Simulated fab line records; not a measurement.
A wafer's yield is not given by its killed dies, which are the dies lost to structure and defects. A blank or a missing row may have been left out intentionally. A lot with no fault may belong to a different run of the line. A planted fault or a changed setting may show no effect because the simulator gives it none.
Chamber matching    flow berkeleyCmos170    UCB170_V2_CMP_02 on cmp-01 has 4 sister chambers
The step polishes SiO2. 4 wafers are shown with their chamber, then 11 later ones without.

WAFERS PAIRED WITH THEIR CHAMBERS
wafer   chamber  motorCurrentA (A)
L693.5  0        17.4
L694.4  1        14.2
L694.6  3        18.6
L692.1  2        17.0

WAFERS MISSING THEIR CHAMBER
wafer   motorCurrentA (A)
L692.2  19.5
L692.6  14.4
L695.1  19.2
L695.2  13.8
L695.4  16.4
L697.3  17.0
L697.4  13.8
L697.6  18.7
L696.1  16.5
L696.5  14.2
L696.6  17.5

EACH ONE'S CHAMBER
wafer   from the rows above      in truth
L692.2  3                        3
L692.6  1                        1
L695.1  3                        3
L695.2  1                        1
L695.4  can't be placed: 2 or 0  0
L697.3  can't be placed: 2 or 0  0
L697.4  1                        1
L697.6  3                        3
L696.1  can't be placed: 2 or 0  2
L696.5  1                        1
L696.6  can't be placed: 0 or 2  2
Correctly placed: 7 of 11. These rows do not allow placing 4 (true chamber among the candidates in 4). 0 placed wrongly.
How it was worked out, from the rows above alone: a wafer's distance from a chamber is the root of the sum, over the readings, of the square of ((its reading less the chamber's mean) divided by the reading's scatter). If the next closest chamber is less than 2 further off than the closest, the wafer can't be placed; otherwise it belongs to the closest. A chamber's mean is the mean of its shown wafers. The scatter: with one shown wafer a chamber, the root of the mean of the squares of how far each hidden wafer lies from its nearest shown one.
